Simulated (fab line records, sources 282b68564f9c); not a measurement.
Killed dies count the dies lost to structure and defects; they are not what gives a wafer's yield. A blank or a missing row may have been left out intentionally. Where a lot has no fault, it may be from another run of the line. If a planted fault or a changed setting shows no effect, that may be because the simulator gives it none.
Comparing a struck lot with a sound one :: flow rit_cmos :: 28 out of 202 route steps
Sound: these wafers, L544.1, L544.2, L544.4. Wafers L559.1, L559.3, L559.5 were the ones struck. The cause comes at the end.
At each step with rows: each side's tool, then ch and its chambers, then its first start. Under that, the readings that differ: sound wafers :: struck wafers :: difference of the means :: sigmas: that difference in standard deviations of wafers without a fault.
alike: words and numbers the same on both sides, and readings whose means are apart by under 2 such deviations; not compared: readings that were withheld, readings missing a value for some wafer, numbers with overlapping values and no deviation given by the record, and bounds like >300 which may hide the same value.
A row with sigmas, a row that says differs or no value, or rows on one side alone: a step with any of these is where the two part. Numbers that don't overlap but have no deviation are shown without sigmas and don't part them. A reading that every wafer of one side lacks parts them only if that side has two wafers or more.

RIT_SDANNEAL_RTA_03: time 5 s.
  sound on rtp_anneal-02 ch 0, day 3 05:47; struck on rtp_anneal-01 ch 0, day 6 09:36
  alike: wafer_temp_C_max
RIT_SDANNEAL_RS_MEAS_04: uses a four-point probe to measure.
  sound on film_metro-03, day 3 05:50; struck on film_metro-03, day 6 09:40
  alike: PSD_RS
RIT_SDANNEAL_RS_MEAS_05: uses a four-point probe to measure.
  sound on film_metro-03, day 3 05:58; struck on film_metro-03, day 6 09:47
  alike: NSD_RS
RIT_SDANNEAL_RS_MEAS_06: uses a four-point probe to measure.
  sound on film_metro-03, day 3 06:05; struck on film_metro-03, day 6 09:54
  alike: PLDD_RS
RIT_SDANNEAL_RS_MEAS_07: uses a four-point probe to measure.
  sound on film_metro-03, day 3 06:12; struck on film_metro-03, day 6 10:01
reading: NLDD_RS (ohm/sq)
sound: 151.4 152.0 152.2
struck: 151.2 150.5 150.4
difference: -1.2
sigmas: -2
then, 1 step without rows for these wafers: RIT_SILICIDE_WET_ETCH_00 (etches SiO2 in BOE, target depth 14 nm, time 15 s).
RIT_SILICIDE_SPUTTER_01: material Ti, target thk 30 nm, time 240 s.
  sound on pvd_sputter-03, day 3 06:20; struck on pvd_sputter-03, day 6 10:10
  alike: substrate_temp_c, throttle_valve_pct
RIT_SILICIDE_RS_MEAS_02: uses a four-point probe to measure.
  sound on film_metro-04, day 3 06:29; struck on film_metro-04, day 6 10:19
  alike: SILICIDE_TI_RS
RIT_SILICIDE_THK_MEAS_03: measures by xrf.
  sound on film_metro-04, day 3 06:37; struck on film_metro-04, day 6 10:26
  alike: SILICIDE_TI_THK
RIT_SILICIDE_RTA_04: time 10 s, ramp up 5 s, ramp down 5 s.
  sound on rtp_anneal-01 ch 0, day 3 06:40; struck on rtp_anneal-02 ch 0, day 6 10:29
  alike: wafer_temp_C_max
then, 1 step without rows for these wafers: RIT_SILICIDE_WET_ETCH_05 (etches Ti in SPM, time 120 s).
RIT_SILICIDE_RTA_06: time 10 s, ramp up 5 s, ramp down 10 s.
  sound on rtp_anneal-02 ch 0, day 3 06:47; struck on rtp_anneal-01 ch 0, day 6 10:35
reading: wafer_temp_C_max
sound: 753.4 752.1 752.8
struck: 755.1 755.6 754.7
difference: +2.4
sigmas: +2
RIT_CONTACT_CVD_00: deposits SiO2 from TEOS, target thk 400 nm, time 61 s.
  sound on pecvd-04 ch 0,1, day 3 06:51; struck on pecvd-04 ch 1,2, day 6 10:40
reading: run_length_s (s)
sound: 88.8 89.8 88.0
struck: 99.3 98.9 98.6
difference: +10.1
sigmas: +16

reading: model.SiO2_of_CONTACT_CVD_00.thk_nm (nm)
sound: 401.9 403.6 409.9
struck: 466.9 462.6 478.2
difference: +64.1
sigmas: 
  alike: heater_power_w
RIT_CONTACT_THK_MEAS_01:
  sound on film_metro-03, day 3 06:54; struck on film_metro-02, day 6 10:43
reading: CONTACT_TEOS_THK (nm)
sound: 402 404 410
struck: 467 463 478
difference: +64
sigmas: +14
then, 6 steps without rows for these wafers: RIT_CONTACT_HMDS_02 (prime time 60 s); RIT_CONTACT_COAT_03 (resist thk 1000 nm); RIT_CONTACT_SOFTBAKE_04 (time 60 s); RIT_CONTACT_EXPOSE_05 (exposes mask M11, target cd 1000 nm); RIT_CONTACT_PEB_06; RIT_CONTACT_DEVELOP_07 (develop time 123.9 s).
RIT_CONTACT_CD_MEAS_08 targets a cd of 1000 nm.
  sound on cd_sem-01, day 3 07:55; struck on cd_sem-01, day 6 11:44
  alike: cd_nm
RIT_CONTACT_OVL_MEAS_09:
  sound on overlay-02, day 3 08:02; struck on overlay-02, day 6 11:52
  alike: CONTACT_OVL
then, 1 step without rows for these wafers: RIT_CONTACT_HARDBAKE_10 (time 60 s).
RIT_CONTACT_ETCH_11: etches SiO2 in CHF3/CF4/Ar, stops on TiSi2, target depth 480 nm, time 320 s.
  sound on rie_diel-03 ch 1,2,3, day 3 08:14; struck on rie_diel-01 ch 0,1, day 6 12:02
reading: model.etch.depth_nm (nm)
sound: 401.9 403.6 409.9
struck: 466.9 462.6 474.8
difference: +63.0
sigmas: 

reading: model.CONTACT.feature_depth_nm (nm)
sound: 401.9 403.6 409.9
struck: 466.9 462.6 474.8
difference: +63.0
sigmas: 
  alike: drypump_motor_current_A, oes_product_au, throttle_valve_pct
  not compared: rf_hours_counter_h
RIT_CONTACT_STRIP_12: strips in O2, time 180 s.
  sound on plasma_asher-04 ch 0,1, day 3 08:25; struck on plasma_asher-03 ch 0,1, day 6 12:14
  alike: drypump_motor_current_A
  not compared: rf_hours_counter_h
RIT_CONTACT_CD_MEAS_90 targets a cd of 1000 nm.
  sound on cd_sem-02, day 3 08:36; struck on cd_sem-01, day 6 12:25
  alike: cd_nm
RIT_CONTACT_CLEAN_13: cleans in SC1, time 600 s.
  sound on wet_bench-04 ch 0, day 3 08:43; struck on wet_bench-02 ch 3, day 6 12:32
reading: model.SiO2_of_CONTACT_CVD_00.thk_nm (nm)
sound: 397.9 399.6 405.8
struck: 462.9 458.6 474.1
difference: +64.1
sigmas: 
  alike: bath_heat_duty_pct
then, 1 step without rows for these wafers: RIT_CONTACT_CLEAN_14 (cleans in SC2, time 600 s).

WHERE THEY PART
At RIT_SDANNEAL_RS_MEAS_07 first; at RIT_CONTACT_THK_MEAS_01 last (within this record only). Later steps at which nothing parts them and some readings are alike: RIT_CONTACT_CD_MEAS_08, RIT_CONTACT_OVL_MEAS_09, RIT_CONTACT_ETCH_11, RIT_CONTACT_STRIP_12, RIT_CONTACT_CD_MEAS_90, RIT_CONTACT_CLEAN_13.

WHY: whatever the simulator had introduced
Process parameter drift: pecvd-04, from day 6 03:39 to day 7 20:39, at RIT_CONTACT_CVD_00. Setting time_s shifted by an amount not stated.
